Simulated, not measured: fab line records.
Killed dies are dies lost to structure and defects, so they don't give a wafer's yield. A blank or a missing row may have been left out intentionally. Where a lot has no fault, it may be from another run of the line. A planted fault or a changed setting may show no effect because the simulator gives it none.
fab line records / flow ritCmos
record lots=6 wafers=18 lastDay=7
route steps=202 shown PWELL@42 WELLDRIVE@50 NWELL@51 NRETRO@53 M1@202
lots that met no fault: taken from a fault-free run of the same line
startH: the number of hours between the record's first day and the start of the first shown wafer of the lot / waitH: how many hours have passed since the lot's step before this one / " as in the row above / L1.1+2: one row covering several wafers at once / - no value present, or no start provided / * or withheld: withheld / < > ~ a bound
route shown NAME@n: NAME is a module with steps in the file, n the number in the route of the first one / usual: mean/standard deviation of fault-free wafers / same: alike in all rows / chamber/n: place in a boat / sites: each site's reading / _std_site: how widely they spread, as a standard deviation / _edge_site: inner sites' mean taken away from outer sites' mean / radiusMm: for every site, how far away it sits from the centre of the wafer / mask NAME#n: copy n / behind: the last tool/chamber to shape the wafer / hold: cause of the lot's hold/its duration in hours/its outcome / device: names the non-switching transistor (n, p or np) / end of line: at the end of the route, the tests of the same wafers / a step given without rows: its recipe and nothing more / killed: at the first sort, the dies lost to defects and structure; wafer yield is something else / map: the dies of a wafer, with x for killed, . for not killed, _ for no die there
set.NAME: the setting as run; set.NAME@STEP: as run at that earlier step / model.NAME: the simulator's own value behind a step, which no gauge read
a table for each step, a row for each wafer; lots at some steps of the route
services: when a tool's chamber went out of use (startH, in hours from the record's first day, below 0 if earlier), for how many hours, and the reason
## steps
# step RIT_PWELL_EXPOSE_03
# recipe maskId=M3 na=0.57 targetCdNm=43700 doseMj=250
# step RIT_PWELL_PEB_04
# recipe resist=NOVOLAK tempC=withheld timeS=withheld
# step RIT_PWELL_DEVELOP_05
# recipe resist=NOVOLAK developTimeS=68 devTempC=23
# step RIT_PWELL_OVL_MEAS_06
# usual PWELL_OVL=-1.6/1.5
lot.wafer=L768.1 tool=overlay-02 chamber=- startH=28.48 waitH=- PWELL_OVL[nm]=-3.3
lot.wafer=L768.2 tool=overlay-02 chamber=- startH=28.48 waitH=- PWELL_OVL[nm]=0.0
lot.wafer=L768.4 tool=overlay-02 chamber=- startH=28.48 waitH=- PWELL_OVL[nm]=-1.7
lot.wafer=L773.1 tool=overlay-01 chamber=- startH=55.25 waitH=- PWELL_OVL[nm]=-2.6
lot.wafer=L773.2 tool=overlay-01 chamber=- startH=55.25 waitH=- PWELL_OVL[nm]=-2.9
lot.wafer=L773.6 tool=overlay-01 chamber=- startH=55.25 waitH=- PWELL_OVL[nm]=-1.0
lot.wafer=L781.2 tool=overlay-01 chamber=- startH=88.10 waitH=- PWELL_OVL[nm]=-4.4
lot.wafer=L781.4 tool=overlay-01 chamber=- startH=88.10 waitH=- PWELL_OVL[nm]=-4.0
lot.wafer=L781.6 tool=overlay-01 chamber=- startH=88.10 waitH=- PWELL_OVL[nm]=-3.1
lot.wafer=L783.1 tool=overlay-01 chamber=- startH=98.15 waitH=- PWELL_OVL[nm]=-1.7
lot.wafer=L783.4 tool=overlay-01 chamber=- startH=98.15 waitH=- PWELL_OVL[nm]=0.7
lot.wafer=L783.5 tool=overlay-01 chamber=- startH=98.15 waitH=- PWELL_OVL[nm]=-2.2
lot.wafer=L785.3 tool=overlay-01 chamber=- startH=107.62 waitH=- PWELL_OVL[nm]=0.5
lot.wafer=L785.5 tool=overlay-01 chamber=- startH=107.62 waitH=- PWELL_OVL[nm]=-1.1
lot.wafer=L785.6 tool=overlay-01 chamber=- startH=107.62 waitH=- PWELL_OVL[nm]=0.2
lot.wafer=L790.1 tool=overlay-01 chamber=- startH=133.64 waitH=- PWELL_OVL[nm]=-3.0
lot.wafer=L790.2 tool=overlay-01 chamber=- startH=133.64 waitH=- PWELL_OVL[nm]=-1.7
lot.wafer=L790.3 tool=overlay-01 chamber=- startH=133.64 waitH=- PWELL_OVL[nm]=-2.1
# step RIT_PWELL_HARDBAKE_07
# recipe resist=NOVOLAK tempC=140 timeS=120
# step RIT_PWELL_IMPLANT_08
# recipe species=B energyKev=170 doseCm2=7e+13 tiltDeg=7
# step RIT_PWELL_STRIP_09
# recipe chemistry=O2 timeS=180 resist=NOVOLAK platenTempC=withheld powerW=500 pressureMtorr=4000 o2FlowSccm=4000
# usual chamberPressureMTorr=4000/3.2 drypumpMotorCurrentA=6.0/0.4
lot.wafer=L768.1 tool=plasmaAsher-04 chamber=1 startH=28.97 waitH=0.1 chamberPressureMTorr=4003 drypumpMotorCurrentA=6.6 rfHoursCounterH=39
lot.wafer=L768.2 tool=plasmaAsher-04 chamber=0 startH=28.97 waitH=0.1 chamberPressureMTorr=4004 drypumpMotorCurrentA=5.7 rfHoursCounterH=39
lot.wafer=L768.4 tool=plasmaAsher-04 chamber=1 startH=28.97 waitH=0.1 chamberPressureMTorr=3999 drypumpMotorCurrentA=6.6 rfHoursCounterH=-
lot.wafer=L773.1 tool=plasmaAsher-01 chamber=0 startH=55.69 waitH=0.1 chamberPressureMTorr=4004 drypumpMotorCurrentA=5.6 rfHoursCounterH=38
lot.wafer=L773.2 tool=plasmaAsher-01 chamber=1 startH=55.69 waitH=0.1 chamberPressureMTorr=3999 drypumpMotorCurrentA=5.7 rfHoursCounterH=38
lot.wafer=L773.6 tool=plasmaAsher-01 chamber=0 startH=55.69 waitH=0.1 chamberPressureMTorr=4000 drypumpMotorCurrentA=5.6 rfHoursCounterH=-
lot.wafer=L781.2 tool=plasmaAsher-04 chamber=1 startH=88.53 waitH=0.1 chamberPressureMTorr=4005 drypumpMotorCurrentA=6.6 rfHoursCounterH=44
lot.wafer=L781.4 tool=plasmaAsher-04 chamber=1 startH=88.53 waitH=0.1 chamberPressureMTorr=4002 drypumpMotorCurrentA=6.6 rfHoursCounterH=-
lot.wafer=L781.6 tool=plasmaAsher-04 chamber=1 startH=88.53 waitH=0.1 chamberPressureMTorr=4005 drypumpMotorCurrentA=6.6 rfHoursCounterH=-
lot.wafer=L783.1 tool=plasmaAsher-01 chamber=1 startH=98.59 waitH=0.1 chamberPressureMTorr=4001 drypumpMotorCurrentA=5.7 rfHoursCounterH=42
lot.wafer=L783.4 tool=plasmaAsher-01 chamber=0 startH=98.59 waitH=0.1 chamberPressureMTorr=4002 drypumpMotorCurrentA=5.6 rfHoursCounterH=-
lot.wafer=L783.5 tool=plasmaAsher-01 chamber=1 startH=98.59 waitH=0.1 chamberPressureMTorr=4003 drypumpMotorCurrentA=5.7 rfHoursCounterH=-
lot.wafer=L785.3 tool=plasmaAsher-01 chamber=0 startH=108.11 waitH=0.1 chamberPressureMTorr=3994 drypumpMotorCurrentA=5.6 rfHoursCounterH=-
lot.wafer=L785.5 tool=plasmaAsher-01 chamber=0 startH=108.11 waitH=0.1 chamberPressureMTorr=3998 drypumpMotorCurrentA=5.6 rfHoursCounterH=-
lot.wafer=L785.6 tool=plasmaAsher-01 chamber=1 startH=108.11 waitH=0.1 chamberPressureMTorr=4003 drypumpMotorCurrentA=5.7 rfHoursCounterH=-
lot.wafer=L790.1 tool=plasmaAsher-04 chamber=1 startH=134.08 waitH=0.1 chamberPressureMTorr=4002 drypumpMotorCurrentA=6.6 rfHoursCounterH=50
lot.wafer=L790.2 tool=plasmaAsher-04 chamber=0 startH=134.08 waitH=0.1 chamberPressureMTorr=3995 drypumpMotorCurrentA=5.7 rfHoursCounterH=50
lot.wafer=L790.3 tool=plasmaAsher-04 chamber=0 startH=134.08 waitH=0.1 chamberPressureMTorr=4001 drypumpMotorCurrentA=5.7 rfHoursCounterH=-
# step RIT_PWELL_TW_MEAS_10
# usual PWELL_TW=942/12
lot.wafer=L768.1 tool=filmMetro-02 chamber=- startH=29.14 waitH=0.1 PWELL_TW=937
lot.wafer=L768.2 tool=filmMetro-02 chamber=- startH=29.14 waitH=0.1 PWELL_TW=933
lot.wafer=L768.4 tool=filmMetro-02 chamber=- startH=29.14 waitH=0.1 PWELL_TW=937
lot.wafer=L773.1 tool=filmMetro-02 chamber=- startH=55.86 waitH=0.1 PWELL_TW=931
lot.wafer=L773.2 tool=filmMetro-02 chamber=- startH=55.86 waitH=0.1 PWELL_TW=929
lot.wafer=L773.6 tool=filmMetro-02 chamber=- startH=55.86 waitH=0.1 PWELL_TW=934
lot.wafer=L781.2 tool=filmMetro-02 chamber=- startH=88.72 waitH=0.1 PWELL_TW=939
lot.wafer=L781.4 tool=filmMetro-02 chamber=- startH=88.72 waitH=0.1 PWELL_TW=933
lot.wafer=L781.6 tool=filmMetro-02 chamber=- startH=88.72 waitH=0.1 PWELL_TW=938
lot.wafer=L783.1 tool=filmMetro-02 chamber=- startH=98.77 waitH=0.1 PWELL_TW=932
lot.wafer=L783.4 tool=filmMetro-02 chamber=- startH=98.77 waitH=0.1 PWELL_TW=933
lot.wafer=L783.5 tool=filmMetro-02 chamber=- startH=98.77 waitH=0.1 PWELL_TW=931
lot.wafer=L785.3 tool=filmMetro-01 chamber=- startH=108.24 waitH=0.1 PWELL_TW=941
lot.wafer=L785.5 tool=filmMetro-01 chamber=- startH=108.24 waitH=0.1 PWELL_TW=940
lot.wafer=L785.6 tool=filmMetro-01 chamber=- startH=108.24 waitH=0.1 PWELL_TW=940
lot.wafer=L790.1 tool=filmMetro-02 chamber=- startH=134.26 waitH=0.1 PWELL_TW=933
lot.wafer=L790.2 tool=filmMetro-02 chamber=- startH=134.26 waitH=0.1 PWELL_TW=940
lot.wafer=L790.3 tool=filmMetro-02 chamber=- startH=134.26 waitH=0.1 PWELL_TW=937
# step RIT_WELLDRIVE_ANNEAL_00
# recipe tempC=1100 timeS=14700 ambient=N2
# step RIT_WELLDRIVE_RS_MEAS_01
# recipe thkMeasGauge=four-point-probe
# usual NWELL_RS=275.4/0.78
lot.wafer=L768.1 tool=filmMetro-02 chamber=- startH=34.29 waitH=0.0 NWELL_RS[ohm/sq]=275.4
lot.wafer=L768.2 tool=filmMetro-02 chamber=- startH=34.29 waitH=0.0 NWELL_RS[ohm/sq]=275.2
lot.wafer=L768.4 tool=filmMetro-02 chamber=- startH=34.29 waitH=0.0 NWELL_RS[ohm/sq]=275.4
lot.wafer=L773.1 tool=filmMetro-03 chamber=- startH=63.39 waitH=0.0 NWELL_RS[ohm/sq]=274.5
lot.wafer=L773.2 tool=filmMetro-03 chamber=- startH=63.39 waitH=0.0 NWELL_RS[ohm/sq]=275.5
lot.wafer=L773.6 tool=filmMetro-03 chamber=- startH=63.39 waitH=0.0 NWELL_RS[ohm/sq]=275.7
lot.wafer=L781.2 tool=filmMetro-03 chamber=- startH=93.87 waitH=0.0 NWELL_RS[ohm/sq]=274.6
lot.wafer=L781.4 tool=filmMetro-03 chamber=- startH=93.87 waitH=0.0 NWELL_RS[ohm/sq]=274.9
lot.wafer=L781.6 tool=filmMetro-03 chamber=- startH=93.87 waitH=0.0 NWELL_RS[ohm/sq]=275.1
lot.wafer=L783.1 tool=filmMetro-02 chamber=- startH=104.47 waitH=0.0 NWELL_RS[ohm/sq]=275.6
lot.wafer=L783.4 tool=filmMetro-02 chamber=- startH=104.47 waitH=0.0 NWELL_RS[ohm/sq]=276.3
lot.wafer=L783.5 tool=filmMetro-02 chamber=- startH=104.47 waitH=0.0 NWELL_RS[ohm/sq]=276.2
lot.wafer=L785.3 tool=filmMetro-03 chamber=- startH=113.41 waitH=0.0 NWELL_RS[ohm/sq]=275.8
lot.wafer=L785.5 tool=filmMetro-03 chamber=- startH=113.41 waitH=0.0 NWELL_RS[ohm/sq]=275.6
lot.wafer=L785.6 tool=filmMetro-03 chamber=- startH=113.41 waitH=0.0 NWELL_RS[ohm/sq]=275.9
lot.wafer=L790.1 tool=filmMetro-01 chamber=- startH=142.83 waitH=0.0 NWELL_RS[ohm/sq]=275.6
lot.wafer=L790.2 tool=filmMetro-01 chamber=- startH=142.83 waitH=0.0 NWELL_RS[ohm/sq]=275.8
lot.wafer=L790.3 tool=filmMetro-01 chamber=- startH=142.83 waitH=0.0 NWELL_RS[ohm/sq]=275.9
# step RIT_WELLDRIVE_RS_MEAS_02
# recipe thkMeasGauge=four-point-probe
# usual PWELL_RS=429.2/1.3
lot.wafer=L768.1 tool=filmMetro-02 chamber=- startH=34.41 waitH=0.1 PWELL_RS[ohm/sq]=428.1
lot.wafer=L768.2 tool=filmMetro-02 chamber=- startH=34.41 waitH=0.1 PWELL_RS[ohm/sq]=428.8
lot.wafer=L768.4 tool=filmMetro-02 chamber=- startH=34.41 waitH=0.1 PWELL_RS[ohm/sq]=429.4
lot.wafer=L773.1 tool=filmMetro-03 chamber=- startH=63.51 waitH=0.1 PWELL_RS[ohm/sq]=429.0
lot.wafer=L773.2 tool=filmMetro-03 chamber=- startH=63.51 waitH=0.1 PWELL_RS[ohm/sq]=428.4
lot.wafer=L773.6 tool=filmMetro-03 chamber=- startH=63.51 waitH=0.1 PWELL_RS[ohm/sq]=427.7
lot.wafer=L781.2 tool=filmMetro-03 chamber=- startH=93.99 waitH=0.1 PWELL_RS[ohm/sq]=426.9
lot.wafer=L781.4 tool=filmMetro-03 chamber=- startH=93.99 waitH=0.1 PWELL_RS[ohm/sq]=427.2
lot.wafer=L781.6 tool=filmMetro-03 chamber=- startH=93.99 waitH=0.1 PWELL_RS[ohm/sq]=426.6
lot.wafer=L783.1 tool=filmMetro-02 chamber=- startH=104.59 waitH=0.1 PWELL_RS[ohm/sq]=427.8
lot.wafer=L783.4 tool=filmMetro-02 chamber=- startH=104.59 waitH=0.1 PWELL_RS[ohm/sq]=428.5
lot.wafer=L783.5 tool=filmMetro-02 chamber=- startH=104.59 waitH=0.1 PWELL_RS[ohm/sq]=428.3
lot.wafer=L785.3 tool=filmMetro-03 chamber=- startH=113.53 waitH=0.1 PWELL_RS[ohm/sq]=428.5
lot.wafer=L785.5 tool=filmMetro-03 chamber=- startH=113.53 waitH=0.1 PWELL_RS[ohm/sq]=428.6
lot.wafer=L785.6 tool=filmMetro-03 chamber=- startH=113.53 waitH=0.1 PWELL_RS[ohm/sq]=427.7
lot.wafer=L790.1 tool=filmMetro-01 chamber=- startH=142.95 waitH=0.1 PWELL_RS[ohm/sq]=426.3
lot.wafer=L790.2 tool=filmMetro-01 chamber=- startH=142.95 waitH=0.1 PWELL_RS[ohm/sq]=426.6
lot.wafer=L790.3 tool=filmMetro-01 chamber=- startH=142.95 waitH=0.1 PWELL_RS[ohm/sq]=427.3
# step RIT_NRETRO_HMDS_00
# recipe primeTimeS=60 primeTempC=140
# step RIT_NRETRO_COAT_01
# recipe resist=NOVOLAK spinRpm=2000 resistThkNm=1300
lot.wafer=L768.1 tool=lithoTrack-02 chamber=0 startH=34.68 waitH=0.1 model.NOVOLAK_of_NRETRO_COAT_01.thkNm=1305
lot.wafer=L768.2 tool=lithoTrack-02 chamber=0 startH=34.68 waitH=0.1 model.NOVOLAK_of_NRETRO_COAT_01.thkNm=1304
lot.wafer=L768.4 tool=lithoTrack-02 chamber=0 startH=34.68 waitH=0.1 model.NOVOLAK_of_NRETRO_COAT_01.thkNm=1303
lot.wafer=L773.1 tool=lithoTrack-02 chamber=0 startH=63.98 waitH=0.1 model.NOVOLAK_of_NRETRO_COAT_01.thkNm=1299
lot.wafer=L773.2+6 tool=lithoTrack-02 chamber=0 startH=63.98 waitH=0.1 model.NOVOLAK_of_NRETRO_COAT_01.thkNm=1300
lot.wafer=L781.2 tool=lithoTrack-02 chamber=0 startH=94.52 waitH=0.1 model.NOVOLAK_of_NRETRO_COAT_01.thkNm=1409
lot.wafer=L781.4 tool=lithoTrack-02 chamber=0 startH=94.52 waitH=0.1 model.NOVOLAK_of_NRETRO_COAT_01.thkNm=1405
lot.wafer=L781.6 tool=lithoTrack-02 chamber=0 startH=94.52 waitH=0.1 model.NOVOLAK_of_NRETRO_COAT_01.thkNm=1411
lot.wafer=L783.1 tool=lithoTrack-02 chamber=0 startH=104.86 waitH=0.1 model.NOVOLAK_of_NRETRO_COAT_01.thkNm=1406
lot.wafer=L783.4 tool=lithoTrack-02 chamber=0 startH=104.86 waitH=0.1 model.NOVOLAK_of_NRETRO_COAT_01.thkNm=1404
lot.wafer=L783.5 tool=lithoTrack-02 chamber=0 startH=104.86 waitH=0.1 model.NOVOLAK_of_NRETRO_COAT_01.thkNm=1408
lot.wafer=L785.3 tool=lithoTrack-04 chamber=0 startH=113.81 waitH=0.1 model.NOVOLAK_of_NRETRO_COAT_01.thkNm=1303
lot.wafer=L785.5 tool=lithoTrack-04 chamber=0 startH=113.81 waitH=0.1 model.NOVOLAK_of_NRETRO_COAT_01.thkNm=1305
lot.wafer=L785.6 tool=lithoTrack-04 chamber=0 startH=113.81 waitH=0.1 model.NOVOLAK_of_NRETRO_COAT_01.thkNm=1304
lot.wafer=L790.1+3 tool=lithoTrack-01 chamber=0 startH=143.22 waitH=0.1 model.NOVOLAK_of_NRETRO_COAT_01.thkNm=1304
lot.wafer=L790.2 tool=lithoTrack-01 chamber=0 startH=143.22 waitH=0.1 model.NOVOLAK_of_NRETRO_COAT_01.thkNm=1300
# step RIT_NRETRO_SOFTBAKE_02
# recipe resist=NOVOLAK tempC=90 timeS=60
# step RIT_NRETRO_EXPOSE_03
# recipe maskId=M4 na=0.57 targetCdNm=43900 doseMj=250
# step RIT_NRETRO_PEB_04
# recipe resist=NOVOLAK tempC=withheld timeS=withheld
# step RIT_NRETRO_DEVELOP_05
# recipe resist=NOVOLAK developTimeS=68 devTempC=23
# step RIT_NRETRO_OVL_MEAS_06
# usual NRETRO_OVL=0.5/1.5
lot.wafer=L768.1 tool=overlay-02 chamber=- startH=35.41 waitH=- NRETRO_OVL[nm]=0.1
lot.wafer=L768.2 tool=overlay-02 chamber=- startH=35.41 waitH=- NRETRO_OVL[nm]=0.8
lot.wafer=L768.4 tool=overlay-02 chamber=- startH=35.41 waitH=- NRETRO_OVL[nm]=2.2
lot.wafer=L773.1 tool=overlay-01 chamber=- startH=64.77 waitH=- NRETRO_OVL[nm]=1.7
lot.wafer=L773.2 tool=overlay-01 chamber=- startH=64.77 waitH=- NRETRO_OVL[nm]=1.7
lot.wafer=L773.6 tool=overlay-01 chamber=- startH=64.77 waitH=- NRETRO_OVL[nm]=-1.8
lot.wafer=L781.2 tool=overlay-02 chamber=- startH=95.49 waitH=- NRETRO_OVL[nm]=-0.9
lot.wafer=L781.4 tool=overlay-02 chamber=- startH=95.49 waitH=- NRETRO_OVL[nm]=0.5
lot.wafer=L781.6 tool=overlay-02 chamber=- startH=95.49 waitH=- NRETRO_OVL[nm]=-0.2
lot.wafer=L783.1 tool=overlay-02 chamber=- startH=105.59 waitH=- NRETRO_OVL[nm]=0.4
lot.wafer=L783.4 tool=overlay-02 chamber=- startH=105.59 waitH=- NRETRO_OVL[nm]=-0.9
lot.wafer=L783.5 tool=overlay-02 chamber=- startH=105.59 waitH=- NRETRO_OVL[nm]=-1.1
lot.wafer=L785.3 tool=overlay-01 chamber=- startH=114.62 waitH=- NRETRO_OVL[nm]=4.4
lot.wafer=L785.5 tool=overlay-01 chamber=- startH=114.62 waitH=- NRETRO_OVL[nm]=1.5
lot.wafer=L785.6 tool=overlay-01 chamber=- startH=114.62 waitH=- NRETRO_OVL[nm]=4.2
lot.wafer=L790.1 tool=overlay-01 chamber=- startH=143.95 waitH=- NRETRO_OVL[nm]=1.9
lot.wafer=L790.2 tool=overlay-01 chamber=- startH=143.95 waitH=- NRETRO_OVL[nm]=3.0
lot.wafer=L790.3 tool=overlay-01 chamber=- startH=143.95 waitH=- NRETRO_OVL[nm]=1.3
# step RIT_NRETRO_HARDBAKE_07
# recipe resist=NOVOLAK tempC=140 timeS=120
lot.wafer=L768.1+2 tool=lithoTrack-02 chamber=0 startH=35.44 waitH=0.0 model.NOVOLAK_of_NRETRO_COAT_01.thkNm=1141
lot.wafer=L768.4 tool=lithoTrack-02 chamber=0 startH=35.44 waitH=0.0 model.NOVOLAK_of_NRETRO_COAT_01.thkNm=1139
lot.wafer=L773.1 tool=lithoTrack-02 chamber=0 startH=65.13 waitH=0.4 model.NOVOLAK_of_NRETRO_COAT_01.thkNm=1136
lot.wafer=L773.2+6 tool=lithoTrack-02 chamber=0 startH=65.13 waitH=0.4 model.NOVOLAK_of_NRETRO_COAT_01.thkNm=1137
lot.wafer=L781.2 tool=lithoTrack-01 chamber=0 startH=95.56 waitH=0.1 model.NOVOLAK_of_NRETRO_COAT_01.thkNm=1231
lot.wafer=L781.4 tool=lithoTrack-01 chamber=0 startH=95.56 waitH=0.1 model.NOVOLAK_of_NRETRO_COAT_01.thkNm=1227
lot.wafer=L781.6 tool=lithoTrack-01 chamber=0 startH=95.56 waitH=0.1 model.NOVOLAK_of_NRETRO_COAT_01.thkNm=1232
lot.wafer=L783.1 tool=lithoTrack-04 chamber=0 startH=105.62 waitH=0.0 model.NOVOLAK_of_NRETRO_COAT_01.thkNm=1228
lot.wafer=L783.4 tool=lithoTrack-04 chamber=0 startH=105.62 waitH=0.0 model.NOVOLAK_of_NRETRO_COAT_01.thkNm=1226
lot.wafer=L783.5 tool=lithoTrack-04 chamber=0 startH=105.62 waitH=0.0 model.NOVOLAK_of_NRETRO_COAT_01.thkNm=1230
lot.wafer=L785.3 tool=lithoTrack-04 chamber=0 startH=114.73 waitH=0.1 model.NOVOLAK_of_NRETRO_COAT_01.thkNm=1139
lot.wafer=L785.5 tool=lithoTrack-04 chamber=0 startH=114.73 waitH=0.1 model.NOVOLAK_of_NRETRO_COAT_01.thkNm=1141
lot.wafer=L785.6 tool=lithoTrack-04 chamber=0 startH=114.73 waitH=0.1 model.NOVOLAK_of_NRETRO_COAT_01.thkNm=1140
lot.wafer=L790.1 tool=lithoTrack-01 chamber=0 startH=143.98 waitH=0.0 model.NOVOLAK_of_NRETRO_COAT_01.thkNm=1140
lot.wafer=L790.2 tool=lithoTrack-01 chamber=0 startH=143.98 waitH=0.0 model.NOVOLAK_of_NRETRO_COAT_01.thkNm=1137
lot.wafer=L790.3 tool=lithoTrack-01 chamber=0 startH=143.98 waitH=0.0 model.NOVOLAK_of_NRETRO_COAT_01.thkNm=1141
# step RIT_NRETRO_IMPLANT_08
# recipe species=P energyKev=70 doseCm2=1e+13 tiltDeg=7
# step RIT_M1_PROBE_99
# usual killedAtFrontEnd=7/3.2 killedDies=7/3.2 killedOpen=3.6/2.1 killedShort=3.5/2
# same grossDies=264 killed_at_M0_to_M3=0 killed_at_M4_up=0 killedAtBackSide=0 killedAtContacts=0 killedAtOther=0
lot.wafer=L768.1 tool=prober-01 chamber=- startH=75.25 waitH=0.1 killedAtFrontEnd=8 killedDies=8 killedOpen=5 killedShort=3
lot.wafer=L768.2 tool=prober-01 chamber=- startH=75.30 waitH=0.1 killedAtFrontEnd=1 killedDies=1 killedOpen=1 killedShort=0
lot.wafer=L768.4 tool=prober-01 chamber=- startH=75.40 waitH=0.2 killedAtFrontEnd=6 killedDies=6 killedOpen=2 killedShort=4
lot.wafer=L773.1 tool=prober-02 chamber=- startH=97.04 waitH=0.1 killedAtFrontEnd=11 killedDies=11 killedOpen=8 killedShort=3
lot.wafer=L773.2 tool=prober-02 chamber=- startH=97.09 waitH=0.1 killedAtFrontEnd=13 killedDies=13 killedOpen=5 killedShort=8
lot.wafer=L773.6 tool=prober-02 chamber=- startH=97.29 waitH=0.2 killedAtFrontEnd=10 killedDies=10 killedOpen=5 killedShort=5
lot.wafer=L781.2 tool=prober-02 chamber=- startH=123.71 waitH=0.1 killedAtFrontEnd=5 killedDies=5 killedOpen=2 killedShort=3
lot.wafer=L781.4 tool=prober-02 chamber=- startH=123.81 waitH=0.2 killedAtFrontEnd=5 killedDies=5 killedOpen=2 killedShort=3
lot.wafer=L781.6 tool=prober-02 chamber=- startH=123.91 waitH=0.2 killedAtFrontEnd=7 killedDies=7 killedOpen=4 killedShort=3
lot.wafer=L783.1 tool=prober-02 chamber=- startH=135.01 waitH=0.1 killedAtFrontEnd=6 killedDies=6 killedOpen=2 killedShort=4
lot.wafer=L783.4 tool=prober-02 chamber=- startH=135.16 waitH=0.2 killedAtFrontEnd=7 killedDies=7 killedOpen=4 killedShort=3
lot.wafer=L783.5 tool=prober-02 chamber=- startH=135.21 waitH=0.2 killedAtFrontEnd=7 killedDies=7 killedOpen=4 killedShort=3
lot.wafer=L785.3 tool=prober-02 chamber=- startH=141.87 waitH=0.2 killedAtFrontEnd=5 killedDies=5 killedOpen=2 killedShort=3
lot.wafer=L785.5 tool=prober-02 chamber=- startH=141.97 waitH=0.2 killedAtFrontEnd=3 killedDies=3 killedOpen=0 killedShort=3
lot.wafer=L785.6 tool=prober-02 chamber=- startH=142.02 waitH=0.2 killedAtFrontEnd=5 killedDies=5 killedOpen=3 killedShort=2
lot.wafer=L790.1 tool=prober-01 chamber=- startH=174.23 waitH=0.1 killedAtFrontEnd=3 killedDies=3 killedOpen=1 killedShort=2
lot.wafer=L790.2 tool=prober-01 chamber=- startH=174.28 waitH=0.1 killedAtFrontEnd=6 killedDies=6 killedOpen=3 killedShort=3
lot.wafer=L790.3 tool=prober-01 chamber=- startH=174.33 waitH=0.2 killedAtFrontEnd=10 killedDies=10 killedOpen=5 killedShort=5
# killed by level:class
L768.1 REOX:geometricParticle:short=2 SILICIDE:geometricParticle:open=2 FOX1:geometricParticle:open=1 GATE:geometricParticle:open=1 REOX:geometricParticle:open=1 SILICIDE:geometricParticle:short=1
L768.2 FOX2:geometricParticle:open=1
L768.4 GATE:geometricParticle:short=3 FOX2:geometricParticle:open=1 REOX:geometricParticle:short=1 SILICIDE:geometricParticle:open=1
L773.1 GATE:geometricParticle:open=6 GATE:geometricParticle:short=2 FOX1:geometricParticle:open=1 SILICIDE:geometricParticle:open=1 SILICIDE:geometricParticle:short=1
L773.2 FOX1:geometricParticle:open=3 GATE:geometricParticle:short=3 REOX:geometricParticle:short=2 FOX1:geometricParticle:short=1 FOX2:geometricParticle:short=1 GATE:geometricParticle:open=1 SILICIDE:geometricParticle:open=1 SILICIDE:geometricParticle:short=1
L773.6 GATE:geometricParticle:short=3 GATE:geometricParticle:open=2 SILICIDE:geometricParticle:open=2 FOX2:geometricParticle:short=1 FOX2:geometricParticle:open=1 REOX:geometricParticle:short=1
L781.2 SPACER:geometricParticle:short=2 GATE:geometricParticle:short=1 GATE:geometricParticle:open=1 SILICIDE:geometricParticle:open=1
L781.4 FOX1:geometricParticle:short=1 FOX2:geometricParticle:open=1 GATE:geometricParticle:open=1 GATE:geometricParticle:short=1 REOX:geometricParticle:short=1
L781.6 GATE:geometricParticle:open=2 GATE:geometricParticle:short=2 FOX1:geometricParticle:short=1 SPACER:geometricParticle:open=1 SILICIDE:geometricParticle:open=1
L783.1 FOX2:geometricParticle:short=1 FOX2:geometricParticle:open=1 GATE:geometricParticle:short=1 SPACER:geometricParticle:open=1 SPACER:geometricParticle:short=1 SILICIDE:geometricParticle:short=1
L783.4 SPACER:geometricParticle:open=3 GATE:geometricParticle:short=2 SPACER:geometricParticle:short=1 SILICIDE:geometricParticle:open=1
L783.5 GATE:geometricParticle:open=3 GATE:geometricParticle:short=2 SILICIDE:geometricParticle:open=1 SILICIDE:geometricParticle:short=1
L785.3 GATE:geometricParticle:short=2 FOX1:geometricParticle:short=1 GATE:geometricParticle:open=1 REOX:geometricParticle:open=1
L785.5 GATE:geometricParticle:short=2 REOX:geometricParticle:short=1
L785.6 FOX1:geometricParticle:open=1 FOX2:geometricParticle:open=1 GATE:geometricParticle:short=1 REOX:geometricParticle:open=1 REOX:geometricParticle:short=1
L790.1 FOX1:geometricParticle:short=1 GATE:geometricParticle:short=1 GATE:geometricParticle:open=1
L790.2 GATE:geometricParticle:open=2 GATE:geometricParticle:short=1 SPACER:geometricParticle:short=1 SILICIDE:geometricParticle:short=1 SILICIDE:geometricParticle:open=1
L790.3 GATE:geometricParticle:open=3 GATE:geometricParticle:short=2 REOX:geometricParticle:open=2 FOX2:geometricParticle:short=1 REOX:geometricParticle:short=1 SILICIDE:geometricParticle:short=1
## services
tool=plasmaAsher-04 chamber=- startH=57.13 hours=14.6 kind=pm
tool=plasmaAsher-01 chamber=- startH=80.55 hours=13.0 kind=repair
tool=plasmaAsher-01 chamber=- startH=108.75 hours=9.0 kind=pm
tool=plasmaAsher-01 chamber=0 startH=108.75 hours=9.0 kind=ventCycle
tool=plasmaAsher-01 chamber=1 startH=108.75 hours=9.0 kind=ventCycle
tool=plasmaAsher-01 chamber=0 startH=117.75 hours=- kind=clean
tool=plasmaAsher-01 chamber=1 startH=117.75 hours=- kind=clean
## key
firstSign none at tools or gauges
modelEffect step=RIT_NRETRO_COAT_01 value=NOVOLAK_of_NRETRO_COAT_01.thkNm without=1304 struck=1407
modelEffect step=RIT_NRETRO_HARDBAKE_07 value=NOVOLAK_of_NRETRO_COAT_01.thkNm without=1141 struck=1229
metAt RIT_NRETRO_COAT_01
struckWafers L781.2,L781.4,L781.6,L783.1,L783.4,L783.5
testerLeftOut L781,L783
onsetBetween 63.98 94.52
fault kind=processParameterDrift tool=lithoTrack-02 chamber=- onsetH=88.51 steps=RIT_NRETRO_COAT_01 channel=resistThkNm offset=102.37 shape=step endH=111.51 actsIn=theseRecipesOnly stated=1300
# testerLeftOut: of these lots the tester's yield and bins aren't shown, on N5 and GAA mostly nor the transistor test; their killed dies are dies lost to structure and defects alone, not to doping, threshold or leakage, so they don't give the yield
